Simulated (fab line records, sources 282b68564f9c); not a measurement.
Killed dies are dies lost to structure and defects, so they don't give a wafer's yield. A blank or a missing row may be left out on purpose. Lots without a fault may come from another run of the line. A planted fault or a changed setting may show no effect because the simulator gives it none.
fab line records | flow rit_cmos
record lots=14 wafers=42 last_day=7
route steps=202 shown NSD@132 M1@202
lots that met no fault: from a run of the same line without faults
start_h: hours from the record's first day to the start of the lot's first wafer shown | wait_h: hours since the lot's step before | " the same as in the row above | L1.1+2: a row that stands for several wafers | - no value, or no start given | * or withheld: withheld | < > ~ a bound
route shown NAME@n: a module of which the file shows steps, and the number in the route of the first | usual: mean/standard deviation of fault-free wafers | same: alike in all rows | chamber/n: place in a boat | sites: the reading at each site | _std_site: their standard deviation | _edge_site: outer sites' mean less inner sites' | radius_mm: how far each site lies from the wafer's centre | mask NAME#n: copy n | behind: the tool/chamber that last shaped the wafer | hold: why the lot was held/for how many hours/how that ended | device: the transistor (n, p or np) that didn't switch | end of line: the same wafers' tests at the end of the route | a step without rows: its recipe alone | killed: dies lost to structure and defects at the first sort, not the wafer's yield | map: a wafer's dies, x killed, . not, _ none there
set.NAME: the setting as run; set.NAME@STEP: as run at that earlier step | model.NAME: the simulator's own value behind a step, which no gauge read
steps of the route over a sample of lots; a table a step, a row a wafer
## steps
# step RIT_NSD_COAT_01
# recipe resist=NOVOLAK spin_rpm=3250 resist_thk_nm=1000
# usual spin_speed_rpm=3250.0/2.5
# columns lot.wafer tool chamber start_h wait_h spin_speed_rpm
L329.1 litho_track-01 0 45.98 0.1 3242.8
L329.2 " 0 " " 3245.5
L329.5 " 0 " " 3246.1
L330.2 litho_track-01 0 52.43 0.1 3247.9
L330.5 " 0 " " 3243.9
L330.6 " 0 " " 3250.9
L331.1 litho_track-03 0 60.46 0.1 3253.7
L331.4 " 0 " " 3249.1
L331.5 " 0 " " 3250.2
L333.2 litho_track-03 0 66.84 0.1 3252.5
L333.5 " 0 " " 3252.5
L333.6 " 0 " " 3251.4
L334.1 litho_track-04 0 72.02 0.1 3253.7
L334.2 " 0 " " 3253.1
L334.4 " 0 " " 3251.7
L335.3 litho_track-01 0 78.39 0.1 3246.1
L335.4 " 0 " " 3255.8
L335.6 " 0 " " 3250.1
L337.2 litho_track-03 0 88.33 0.1 3250.3
L337.5 " 0 " " 3249.9
L337.6 " 0 " " 3252.6
L338.1 litho_track-03 0 91.83 0.1 3251.1
L338.2 " 0 " " 3251.7
L338.4 " 0 " " 3247.3
L340.1 litho_track-04 0 103.03 0.1 3248.1
L340.4 " 0 " " 3248.5
L340.6 " 0 " " 3248.3
L341.1 litho_track-01 0 110.25 0.1 3250.0
L341.2 " 0 " " 3245.1
L341.4 " 0 " " 3250.5
L342.2 litho_track-04 0 117.09 0.1 3246.1
L342.3 " 0 " " 3247.3
L342.5 " 0 " " 3249.6
L343.2 litho_track-04 0 119.07 0.1 3250.9
L343.3 " 0 " " 3249.8
L343.4 " 0 " " 3249.8
L349.1 litho_track-04 0 150.88 0.1 3170.5
L349.2 " 0 " " 3172.1
L349.3 " 0 " " 3169.7
L350.4 litho_track-04 0 153.83 0.1 3168.7
L350.5 " 0 " " 3168.1
L350.6 " 0 " " 3169.1
# step RIT_M1_PROBE_99
# usual killed_at_M0_to_M3=0.1/0.34 killed_at_contacts=0.1/0.26 killed_at_front_end=7/3.1 killed_dies=7/3.1 killed_open=3.5/1.9 killed_short=3.4/2.1
# same gross_dies=264 killed_at_M4_up=0 killed_at_back_side=0 killed_at_other=0
# columns lot.wafer tool chamber start_h wait_h killed_at_M0_to_M3 killed_at_contacts killed_at_front_end killed_dies killed_open killed_short
L342.2 prober-01 - 128.15 0.1 0 0 2 2 2 0
L342.3 prober-01 - 128.20 0.2 0 0 7 7 4 3
L342.5 prober-01 - 128.30 0.2 0 0 6 6 2 4
# killed by level:class
L342.2 FOX2:geometric_particle:open=1 GATE:geometric_particle:open=1
L342.3 GATE:geometric_particle:short=2 GATE:geometric_particle:open=2 FOX2:geometric_particle:open=1 SPACER:geometric_particle:short=1 SILICIDE:geometric_particle:open=1
L342.5 FOX1:geometric_particle:short=2 FOX1:geometric_particle:open=1 GATE:geometric_particle:open=1 SPACER:geometric_particle:short=1 SILICIDE:geometric_particle:short=1
## key
first_sign step=RIT_NSD_COAT_01 reading=spin_speed_rpm direction=down sigmas=32 usual=3250.0 struck=3169.7
effect none on later readings
met_at RIT_NSD_COAT_01
struck_lots L349,L350
tester_left_out L349,L350
onset_between 119.07 150.88
fault kind=process_parameter_drift tool=litho_track-04 chamber=- onset_h=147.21 steps=RIT_NSD_COAT_01 channel=spin_rpm offset=-80.357 shape=step end_h=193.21 acts_in=these_recipes_only stated=3250
# tester_left_out: of these lots the tester's yield and bins aren't shown, on N5 and GAA mostly nor the transistor test; their killed dies are dies lost to structure and defects alone, not to doping, threshold or leakage, so they don't give the yield
